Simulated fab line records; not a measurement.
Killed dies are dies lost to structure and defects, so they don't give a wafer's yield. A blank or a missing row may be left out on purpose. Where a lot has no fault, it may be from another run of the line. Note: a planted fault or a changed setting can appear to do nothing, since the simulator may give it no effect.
Split-lot study :: flow rit-cmos :: on a route of 202 steps: 5 lots, 23 wafers read

ON THE SPLIT
At RIT_CONTACT_CVD_00 (deposits SiO2 from TEOS, target thk 400 nm, time 61 s), the setting time-s was moved away from the recipe's 61 s on 7 of the 23 wafers read, by -10.6% to +10.5%. For the rest of the wafers, this setting stayed at what the recipe calls for.

Split to reading: the file shows no intervening step.

THE READING
CONTACT_TEOS_THK at RIT_CONTACT_THK_MEAS_01, in nm. Fault-free wafers of this fab line usually give 402 nm, standard deviation 4.7 nm.

wafer: L078.1
tool, chamber at the split: pecvd-01, 0,2
time-s as run, s: 61
against the recipe: recipe
CONTACT_TEOS_THK, nm: 401
against lot-mates on the recipe: -

wafer: L078.2
tool, chamber at the split: pecvd-01, 0,2
time-s as run, s: 61
against the recipe: recipe
CONTACT_TEOS_THK, nm: 399
against lot-mates on the recipe: -

wafer: L078.3
tool, chamber at the split: pecvd-01, 1
time-s as run, s: 61
against the recipe: recipe
CONTACT_TEOS_THK, nm: 405
against lot-mates on the recipe: -

wafer: L078.4
tool, chamber at the split: pecvd-01, 1
time-s as run, s: 61
against the recipe: recipe
CONTACT_TEOS_THK, nm: 408
against lot-mates on the recipe: -

wafer: L078.6
tool, chamber at the split: pecvd-01, 0
time-s as run, s: 61
against the recipe: recipe
CONTACT_TEOS_THK, nm: 407
against lot-mates on the recipe: -

wafer: L080.1
tool, chamber at the split: pecvd-03, 1
time-s as run, s: 61
against the recipe: recipe
CONTACT_TEOS_THK, nm: 404
against lot-mates on the recipe: -

wafer: L080.2
tool, chamber at the split: pecvd-03, 2
time-s as run, s: 61
against the recipe: recipe
CONTACT_TEOS_THK, nm: 395
against lot-mates on the recipe: -

wafer: L080.3
tool, chamber at the split: pecvd-03, 0
time-s as run, s: 67.41
against the recipe: +10.5%
CONTACT_TEOS_THK, nm: 437
against lot-mates on the recipe: +36

wafer: L080.4
tool, chamber at the split: pecvd-03, 1
time-s as run, s: 67.41
against the recipe: +10.5%
CONTACT_TEOS_THK, nm: 446
against lot-mates on the recipe: +45

wafer: L080.5
tool, chamber at the split: pecvd-03, 0
time-s as run, s: 61
against the recipe: recipe
CONTACT_TEOS_THK, nm: 404
against lot-mates on the recipe: -

wafer: L081.1
tool, chamber at the split: pecvd-01, 1,0
time-s as run, s: 67.41
against the recipe: +10.5%
CONTACT_TEOS_THK, nm: 449
against lot-mates on the recipe: +42

wafer: L081.2
tool, chamber at the split: pecvd-01, 0
time-s as run, s: 61
against the recipe: recipe
CONTACT_TEOS_THK, nm: 402
against lot-mates on the recipe: -

wafer: L081.4
tool, chamber at the split: pecvd-01, 1,0
time-s as run, s: 67.41
against the recipe: +10.5%
CONTACT_TEOS_THK, nm: 454
against lot-mates on the recipe: +48

wafer: L081.5
tool, chamber at the split: pecvd-01, 2
time-s as run, s: 67.41
against the recipe: +10.5%
CONTACT_TEOS_THK, nm: 448
against lot-mates on the recipe: +42

wafer: L081.6
tool, chamber at the split: pecvd-01, 1
time-s as run, s: 61
against the recipe: recipe
CONTACT_TEOS_THK, nm: 411
against lot-mates on the recipe: -

wafer: L082.1
tool, chamber at the split: pecvd-04, 1
time-s as run, s: 54.53
against the recipe: -10.6%
CONTACT_TEOS_THK, nm: 360
against lot-mates on the recipe: -43

wafer: L082.2
tool, chamber at the split: pecvd-04, 2
time-s as run, s: 54.53
against the recipe: -10.6%
CONTACT_TEOS_THK, nm: 364
against lot-mates on the recipe: -39

wafer: L082.3
tool, chamber at the split: pecvd-04, 0
time-s as run, s: 61
against the recipe: recipe
CONTACT_TEOS_THK, nm: 400
against lot-mates on the recipe: -

wafer: L082.4
tool, chamber at the split: pecvd-04, 0
time-s as run, s: 61
against the recipe: recipe
CONTACT_TEOS_THK, nm: 404
against lot-mates on the recipe: -

wafer: L082.5
tool, chamber at the split: pecvd-04, 1
time-s as run, s: 61
against the recipe: recipe
CONTACT_TEOS_THK, nm: 404
against lot-mates on the recipe: -

wafer: L085.3
tool, chamber at the split: pecvd-04, 2
time-s as run, s: 61
against the recipe: recipe
CONTACT_TEOS_THK, nm: 399
against lot-mates on the recipe: -

wafer: L085.5
tool, chamber at the split: pecvd-04, 0
time-s as run, s: 61
against the recipe: recipe
CONTACT_TEOS_THK, nm: 395
against lot-mates on the recipe: -

wafer: L085.6
tool, chamber at the split: pecvd-04, 2
time-s as run, s: 61
against the recipe: recipe
CONTACT_TEOS_THK, nm: 403
against lot-mates on the recipe: -
When a row names more than one chamber, that row covers several wafers, and the file does not tell which wafer ran in which chamber.

FIT RESULTS
A straight line over all 23 wafers: CONTACT_TEOS_THK changes by +4.08 nm for each +1% of time-s; r = +0.98; the points scatter about the line by 4.7 nm.
The same after taking each lot's own level away (the mean of its wafers on the recipe; 23 wafers): +3.97 nm for each +1%; r = +0.99; scatter 3.7 nm.
That fit puts the effect of the largest move of time-s on the reading at 42 nm.
Across the lots, their own levels run from 399.0 to 406.5 nm, a range of 1.6 times the standard deviation given above.
The two slopes are in agreement: the lot-to-lot level therefore moves the slope only a little.
Check: -41.6 nm against its lot-mates is what the line predicts for one of the wafers moved furthest among these (-10.6%) when that wafer is left out of the fit. It came out at -42.7 nm against them.

THE WHOLE CHAIN: every reading that the file lists as answering this split, in the file's order
step: RIT_CONTACT_CVD_00
what it does: deposits SiO2 from TEOS, target thk 400 nm, time 61 s
reading: SiO2_of_CONTACT_CVD_00.thk-nm (the simulator's own value, which no gauge read)
change (the file's fit): +3.84 nm for each +1% of the setting
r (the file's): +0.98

step: RIT_CONTACT_THK_MEAS_01
what it does: 
reading: CONTACT_TEOS_THK
change (the file's fit): +3.97 for each +1% of the setting
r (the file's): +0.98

step: RIT_M1_METAL_ETCH_12
what it does: etches Al in Cl2/BCl3, stops on SiO2, time 165 s, target depth 600 nm
reading: SiO2_of_CONTACT_CVD_00.thk-nm (the simulator's own value, which no gauge read)
change (the file's fit): +3.64 nm for each +1% of the setting
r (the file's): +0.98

THE FILE'S OWN FIT
CONTACT_TEOS_THK changes by +3.97 nm for each +1% of time-s, r = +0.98.
